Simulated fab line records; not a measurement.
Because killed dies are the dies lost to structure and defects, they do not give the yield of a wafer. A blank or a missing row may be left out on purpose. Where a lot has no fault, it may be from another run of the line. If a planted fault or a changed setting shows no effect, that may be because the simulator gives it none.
fab line records | flow ritCmos
record: lots: 15 | wafers: 45 | lastDay: 7
route steps=202 shown NRETRO@61 M1@202
lots with no fault: from the same line, run without faults
startH: hours from the record's opening day to when the first of the lot's shown wafers began | waitH: hours elapsed since this lot's preceding step | " as in the row above | L1.1+2: a single row standing in for several wafers | - no value present, or no start provided | * or withheld: withheld | < > ~ a bound
route shown NAME@n: names a module that has steps shown in the file, with the first one's number in the route | usual: mean/standard deviation of fault-free wafers | same: alike in all rows | chamber/n: place in a boat | sites: the reading at each site | _std_site: how widely they spread, as a standard deviation | _edge_site: outer sites' mean less inner sites' | radiusMm: for every site, how far away it sits from the centre of the wafer | mask NAME#n: copy n | behind: the last tool/chamber to shape the wafer | hold: cause of the lot's hold/its duration in hours/its outcome | device: transistor that didn't switch, given as n, p or np | end of line: at the end of the route, the tests of the same wafers | a step without rows: its recipe alone | killed: the dies lost at the first sort to structure and to defects; this is not the yield of the wafer | map: dies across one wafer; x = killed, . = not, _ = none there
set.NAME: the run value of the setting; set.NAME@STEP: its run value at that earlier step | model.NAME: the simulator's own value behind a step, which no gauge read
one table for each step of the route and one row for each wafer, over a sample of lots
services: a tool's chamber out of use, with start hour (startH, from the record's first day; less than 0 if before it), hours out, and reason
== steps ==
step: RIT_NRETRO_IMPLANT_08
recipe: species: P | energyKev: 70 | doseCm2: 1e+13 | tiltDeg: 7
usual: tiltDeg: 7.004/0.019
lot.wafer | tool         | chamber | startH | waitH | tiltDeg
L429.1    | implanter-03 | 0       | 29.51  | 0.2   | 7.025
L429.3    | "            | 0       | "      | "     | 6.973
L429.4    | "            | 0       | "      | "     | 7.005
L432.3    | implanter-01 | 0       | 47.38  | 0.2   | 7.024
L432.4    | "            | 0       | "      | "     | 7.027
L432.6    | "            | 0       | "      | "     | 7.016
L433.1    | implanter-02 | 0       | 52.41  | 0.2   | 6.992
L433.4    | "            | 0       | "      | "     | 7.021
L433.5    | "            | 0       | "      | "     | 7.022
L434.2    | implanter-01 | 0       | 56.32  | 0.2   | 7.000
L434.3    | "            | 0       | "      | "     | 6.990
L434.5    | "            | 0       | "      | "     | 7.001
L436.2    | implanter-03 | 0       | 66.64  | 0.2   | 6.992
L436.5    | "            | 0       | "      | "     | 7.030
L436.6    | "            | 0       | "      | "     | 6.985
L437.4    | implanter-03 | 0       | 71.92  | 0.2   | 7.008
L437.5    | "            | 0       | "      | "     | 6.963
L437.6    | "            | 0       | "      | "     | 7.003
L438.1    | implanter-03 | 0       | 77.02  | 0.2   | 5.006
L438.2    | "            | 0       | "      | "     | 5.043
L438.4    | "            | 0       | "      | "     | 5.050
L442.2    | implanter-03 | 0       | 97.78  | 0.2   | 5.001
L442.3    | "            | 0       | "      | "     | 4.999
L442.4    | "            | 0       | "      | "     | 4.994
L443.1    | implanter-03 | 0       | 100.33 | 0.2   | 5.015
L443.4    | "            | 0       | "      | "     | 5.030
L443.6    | "            | 0       | "      | "     | 5.004
L444.1    | implanter-01 | 0       | 106.40 | 0.2   | 6.999
L444.3    | "            | 0       | "      | "     | 7.031
L444.5    | "            | 0       | "      | "     | 7.005
L445.1    | implanter-01 | 0       | 112.38 | 0.2   | 7.000
L445.4    | "            | 0       | "      | "     | 6.992
L445.5    | "            | 0       | "      | "     | 7.010
L446.1    | implanter-01 | 0       | 117.59 | 0.2   | 6.983
L446.4    | "            | 0       | "      | "     | 6.994
L446.6    | "            | 0       | "      | "     | 6.956
L447.3    | implanter-01 | 0       | 122.59 | 0.2   | 7.006
L447.4    | "            | 0       | "      | "     | 6.981
L447.5    | "            | 0       | "      | "     | 6.981
L448.1    | implanter-02 | 0       | 125.25 | 0.2   | 7.020
L448.2    | "            | 0       | "      | "     | 7.012
L448.4    | "            | 0       | "      | "     | 7.000
L449.1    | implanter-02 | 0       | 132.96 | 0.2   | 7.019
L449.2    | "            | 0       | "      | "     | 6.991
L449.5    | "            | 0       | "      | "     | 7.010
step: RIT_M1_PROBE_99
usual: killedAtContacts: 0.1/0.25 | killedAtFrontEnd: 6.3/2.9 | killedDies: 6.4/2.8 | killedOpen: 3.3/2 | killedShort: 3.1/2
same: grossDies: 264 | killed_at_M0_to_M3: 0 | killed_at_M4_up: 0 | killedAtBackSide: 0 | killedAtOther: 0
lot.wafer | tool      | chamber | startH | waitH | killedAtContacts | killedAtFrontEnd | killedDies | killedOpen | killedShort
L429.1    | prober-01 | -       | 59.26  | 0.1   | 0                | 8                | 8          | 5          | 3
L429.3    | prober-01 | -       | 59.36  | 0.2   | 0                | 12               | 12         | 11         | 1
L429.4    | prober-01 | -       | 59.41  | 0.2   | 0                | 10               | 10         | 3          | 7
L432.3    | prober-02 | -       | 77.18  | 0.2   | 0                | 7                | 7          | 3          | 4
L432.4    | prober-02 | -       | 77.23  | 0.2   | 0                | 4                | 4          | 2          | 2
L432.6    | prober-02 | -       | 77.33  | 0.2   | 0                | 7                | 7          | 4          | 3
L433.1    | prober-01 | -       | 79.96  | 0.1   | 0                | 4                | 4          | 2          | 2
L433.4    | prober-01 | -       | 80.11  | 0.2   | 0                | 3                | 3          | 2          | 1
L433.5    | prober-01 | -       | 80.16  | 0.2   | 0                | 3                | 3          | 1          | 2
L434.2    | prober-02 | -       | 83.61  | 0.1   | 0                | 9                | 9          | 2          | 7
L434.3    | prober-02 | -       | 83.66  | 0.2   | 0                | 6                | 6          | 1          | 5
L434.5    | prober-02 | -       | 83.76  | 0.2   | 0                | 4                | 4          | 1          | 3
L436.2    | prober-02 | -       | 98.07  | 0.1   | 0                | 5                | 5          | 3          | 2
L436.5    | prober-02 | -       | 98.22  | 0.2   | 0                | 9                | 9          | 4          | 5
L436.6    | prober-02 | -       | 98.27  | 0.2   | 0                | 5                | 5          | 2          | 3
L437.4    | prober-01 | -       | 101.80 | 0.2   | 0                | 6                | 6          | 4          | 2
L437.5    | prober-01 | -       | 101.85 | 0.2   | 1                | 12               | 13         | 8          | 5
L437.6    | prober-01 | -       | 101.90 | 0.2   | 0                | 11               | 11         | 4          | 7
L438.1    | prober-02 | -       | 107.22 | 0.1   | 0                | 5                | 5          | 4          | 1
L438.2    | prober-02 | -       | 107.27 | 0.1   | 0                | 5                | 5          | 2          | 3
L438.4    | prober-02 | -       | 107.37 | 0.2   | 0                | 4                | 4          | 3          | 1
L442.2    | prober-01 | -       | 126.20 | 0.1   | 0                | 7                | 7          | 3          | 4
L442.3    | prober-01 | -       | 126.25 | 0.2   | 0                | 1                | 1          | 1          | 0
L442.4    | prober-01 | -       | 126.30 | 0.2   | 0                | 7                | 7          | 4          | 3
L443.1    | prober-02 | -       | 132.76 | 0.1   | 0                | 10               | 10         | 6          | 4
L443.4    | prober-02 | -       | 132.91 | 0.2   | 0                | 10               | 10         | 3          | 7
L443.6    | prober-02 | -       | 133.01 | 0.2   | 0                | 4                | 4          | 2          | 2
L444.1    | prober-01 | -       | 136.04 | 0.1   | 0                | 2                | 2          | 1          | 1
L444.3    | prober-01 | -       | 136.14 | 0.2   | 1                | 2                | 3          | 1          | 2
L444.5    | prober-01 | -       | 136.24 | 0.2   | 0                | 3                | 3          | 2          | 1
L445.1    | prober-02 | -       | 142.90 | 0.1   | 0                | 3                | 3          | 3          | 0
L445.4    | prober-02 | -       | 143.05 | 0.2   | 0                | 7                | 7          | 5          | 2
L445.5    | prober-02 | -       | 143.10 | 0.2   | 1                | 3                | 4          | 3          | 1
L446.1    | prober-01 | -       | 147.97 | 0.1   | 1                | 9                | 10         | 4          | 6
L446.4    | prober-01 | -       | 148.12 | 0.2   | 0                | 6                | 6          | 2          | 4
L446.6    | prober-01 | -       | 148.22 | 0.2   | 0                | 5                | 5          | 3          | 2
L447.3    | prober-02 | -       | 150.57 | 0.2   | 0                | 8                | 8          | 4          | 4
L447.4    | prober-02 | -       | 150.62 | 0.2   | 0                | 5                | 5          | 3          | 2
L447.5    | prober-02 | -       | 150.67 | 0.2   | 0                | 6                | 6          | 5          | 1
L448.1    | prober-01 | -       | 153.11 | 0.1   | 0                | 4                | 4          | 3          | 1
L448.2    | prober-01 | -       | 153.16 | 0.1   | 0                | 10               | 10         | 3          | 7
L448.4    | prober-01 | -       | 153.26 | 0.2   | 0                | 5                | 5          | 4          | 1
L449.1    | prober-02 | -       | 163.05 | 0.1   | 0                | 5                | 5          | 2          | 3
L449.2    | prober-02 | -       | 163.10 | 0.1   | 0                | 6                | 6          | 6          | 0
L449.5    | prober-02 | -       | 163.25 | 0.2   | 0                | 3                | 3          | 1          | 2
killed by level:class
L429.1 REOX:geometricParticle:open=3 GATE:geometricParticle:open=2 REOX:geometricParticle:short=2 GATE:geometricParticle:short=1
L429.3 GATE:geometricParticle:open=7 SPACER:geometricParticle:open=2 FOX1:geometricParticle:open=1 FOX2:geometricParticle:open=1 REOX:geometricParticle:short=1
L429.4 REOX:geometricParticle:short=3 SPACER:geometricParticle:short=3 FOX1:geometricParticle:open=1 GATE:geometricParticle:open=1 SILICIDE:geometricParticle:short=1 SILICIDE:geometricParticle:open=1
L432.3 SILICIDE:geometricParticle:short=2 FOX2:geometricParticle:open=1 GATE:geometricParticle:short=1 GATE:geometricParticle:open=1 REOX:geometricParticle:short=1 REOX:geometricParticle:open=1
L432.4 GATE:geometricParticle:open=2 GATE:geometricParticle:short=1 REOX:geometricParticle:short=1
L432.6 REOX:geometricParticle:open=3 REOX:geometricParticle:short=2 GATE:geometricParticle:open=1 GATE:geometricParticle:short=1
L433.1 GATE:geometricParticle:short=2 REOX:geometricParticle:open=2
L433.4 GATE:geometricParticle:open=2 GATE:geometricParticle:short=1
L433.5 FOX1:geometricParticle:short=1 FOX1:geometricParticle:open=1 SPACER:geometricParticle:short=1
L434.2 SPACER:geometricParticle:short=3 REOX:geometricParticle:short=2 FOX1:geometricParticle:short=1 GATE:geometricParticle:open=1 GATE:geometricParticle:short=1 SPACER:geometricParticle:open=1
L434.3 FOX1:geometricParticle:short=2 SILICIDE:geometricParticle:short=2 FOX1:geometricParticle:open=1 REOX:geometricParticle:short=1
L434.5 SPACER:geometricParticle:short=2 GATE:geometricParticle:short=1 SILICIDE:geometricParticle:open=1
L436.2 FOX1:geometricParticle:open=1 FOX1:geometricParticle:short=1 FOX2:geometricParticle:short=1 SPACER:geometricParticle:open=1 SILICIDE:geometricParticle:open=1
L436.5 FOX2:geometricParticle:short=2 FOX2:geometricParticle:open=2 FOX1:geometricParticle:short=1 GATE:geometricParticle:open=1 GATE:geometricParticle:short=1 REOX:geometricParticle:open=1 SILICIDE:geometricParticle:short=1
L436.6 FOX1:geometricParticle:short=2 SPACER:geometricParticle:open=1 SILICIDE:geometricParticle:short=1 SILICIDE:geometricParticle:open=1
L437.4 GATE:geometricParticle:short=2 GATE:geometricParticle:open=2 FOX1:geometricParticle:open=1 SPACER:geometricParticle:open=1
L437.5 GATE:geometricParticle:open=2 REOX:geometricParticle:open=2 FOX1:geometricParticle:short=1 FOX2:geometricParticle:open=1 FOX2:geometricParticle:short=1 GATE:geometricParticle:short=1 SPACER:geometricParticle:open=1 SPACER:geometricParticle:short=1
L437.6 FOX1:geometricParticle:short=3 FOX2:geometricParticle:short=3 GATE:geometricParticle:open=2 SPACER:geometricParticle:open=2 GATE:geometricParticle:short=1
L438.1 GATE:geometricParticle:open=3 FOX1:geometricParticle:short=1 REOX:geometricParticle:open=1
L438.2 FOX1:geometricParticle:short=2 FOX1:geometricParticle:open=1 GATE:geometricParticle:short=1 REOX:geometricParticle:open=1
L438.4 SPACER:geometricParticle:open=2 FOX1:geometricParticle:short=1 GATE:geometricParticle:open=1
L442.2 FOX1:geometricParticle:short=1 FOX1:geometricParticle:open=1 GATE:geometricParticle:open=1 GATE:geometricParticle:short=1 SPACER:geometricParticle:short=1 SILICIDE:geometricParticle:short=1 SILICIDE:geometricParticle:open=1
L442.3 SILICIDE:geometricParticle:open=1
L442.4 FOX1:geometricParticle:short=3 FOX1:geometricParticle:open=3 SILICIDE:geometricParticle:open=1
L443.1 FOX1:geometricParticle:short=2 SPACER:geometricParticle:open=2 ACTIVE:geometricParticle:short=1 FOX1:geometricParticle:open=1 FOX2:geometricParticle:open=1 GATE:geometricParticle:open=1 GATE:geometricParticle:short=1 REOX:geometricParticle:open=1
L443.4 GATE:geometricParticle:short=3 SPACER:geometricParticle:short=2 FOX1:geometricParticle:open=1 FOX2:geometricParticle:short=1 FOX2:geometricParticle:open=1 SPACER:geometricParticle:open=1 SILICIDE:geometricParticle:short=1
L443.6 GATE:geometricParticle:open=2 FOX1:geometricParticle:short=1 FOX2:geometricParticle:short=1
L444.1 GATE:geometricParticle:open=1 GATE:geometricParticle:short=1
L444.3 FOX2:geometricParticle:short=1 SPACER:geometricParticle:short=1 CONTACT:geometricParticle:open=1
L444.5 GATE:geometricParticle:open=2 GATE:geometricParticle:short=1
L445.1 GATE:geometricParticle:open=2 REOX:geometricParticle:open=1
L445.4 GATE:geometricParticle:open=2 FOX1:geometricParticle:open=1 FOX2:geometricParticle:open=1 GATE:geometricParticle:short=1 REOX:geometricParticle:short=1 SPACER:geometricParticle:open=1
L445.5 GATE:geometricParticle:open=2 GATE:geometricParticle:short=1 CONTACT:geometricParticle:open=1
L446.1 REOX:geometricParticle:short=3 GATE:geometricParticle:short=2 REOX:geometricParticle:open=2 SPACER:geometricParticle:short=1 SPACER:geometricParticle:open=1 CONTACT:geometricParticle:open=1
L446.4 FOX1:geometricParticle:short=2 FOX2:geometricParticle:open=1 GATE:geometricParticle:open=1 GATE:geometricParticle:short=1 SPACER:geometricParticle:short=1
L446.6 SILICIDE:geometricParticle:short=2 FOX1:geometricParticle:open=1 GATE:geometricParticle:open=1 REOX:geometricParticle:open=1
L447.3 SPACER:geometricParticle:open=2 FOX1:geometricParticle:short=1 FOX2:geometricParticle:open=1 GATE:geometricParticle:open=1 GATE:geometricParticle:short=1 SPACER:geometricParticle:short=1 SILICIDE:geometricParticle:short=1
L447.4 GATE:geometricParticle:short=2 FOX1:geometricParticle:open=1 GATE:geometricParticle:open=1 SPACER:geometricParticle:open=1
L447.5 GATE:geometricParticle:open=4 GATE:geometricParticle:short=1 REOX:geometricParticle:open=1
L448.1 GATE:geometricParticle:open=2 SILICIDE:geometricParticle:open=1 SILICIDE:geometricParticle:short=1
L448.2 GATE:geometricParticle:short=3 FOX2:geometricParticle:short=2 FOX1:geometricParticle:short=1 FOX2:geometricParticle:open=1 GATE:geometricParticle:open=1 REOX:geometricParticle:short=1 SILICIDE:geometricParticle:open=1
L448.4 SILICIDE:geometricParticle:open=2 FOX2:geometricParticle:open=1 REOX:geometricParticle:short=1 SPACER:geometricParticle:open=1
L449.1 REOX:geometricParticle:short=3 GATE:geometricParticle:open=1 SPACER:geometricParticle:open=1
L449.2 REOX:geometricParticle:open=4 FOX1:geometricParticle:open=1 GATE:geometricParticle:open=1
L449.5 GATE:geometricParticle:open=1 GATE:geometricParticle:short=1 REOX:geometricParticle:short=1
== services ==
tool         | chamber | startH | hours | kind
implanter-02 | -       | 22.27  | 2.7   | repair
implanter-01 | -       | 28.34  | 3.4   | repair
implanter-03 | -       | 32.28  | 19.1  | pm
implanter-01 | -       | 32.32  | 5.6   | pm
implanter-03 | -       | 66.95  | 4.5   | repair
implanter-02 | -       | 97.60  | 2.0   | repair
implanter-03 | -       | 102.65 | 3.2   | repair
== key ==
firstSign: step: RIT_NRETRO_IMPLANT_08 | reading: tiltDeg | direction: down | sigmas: 99+ | usual: 7.004 | struck: 5.016
effect none on later readings
metAt RIT_NRETRO_IMPLANT_08
struckLots L438,L442,L443
testerLeftOut L438,L442,L443
onsetBetween 71.92 77.02
fault: kind: processParameterDrift | tool: implanter-03 | chamber: - | onsetH: 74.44 | steps: RIT_NRETRO_IMPLANT_08 | channel: tiltDeg | offset: -1.9914 | shape: step | endH: 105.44 | actsIn: theseRecipesOnly | stated: 7
testerLeftOut: of these lots the tester's yield and bins aren't shown, on N5 and GAA mostly nor the transistor test; their killed dies are dies lost to structure and defects alone, not to doping, threshold or leakage, so they don't give the yield
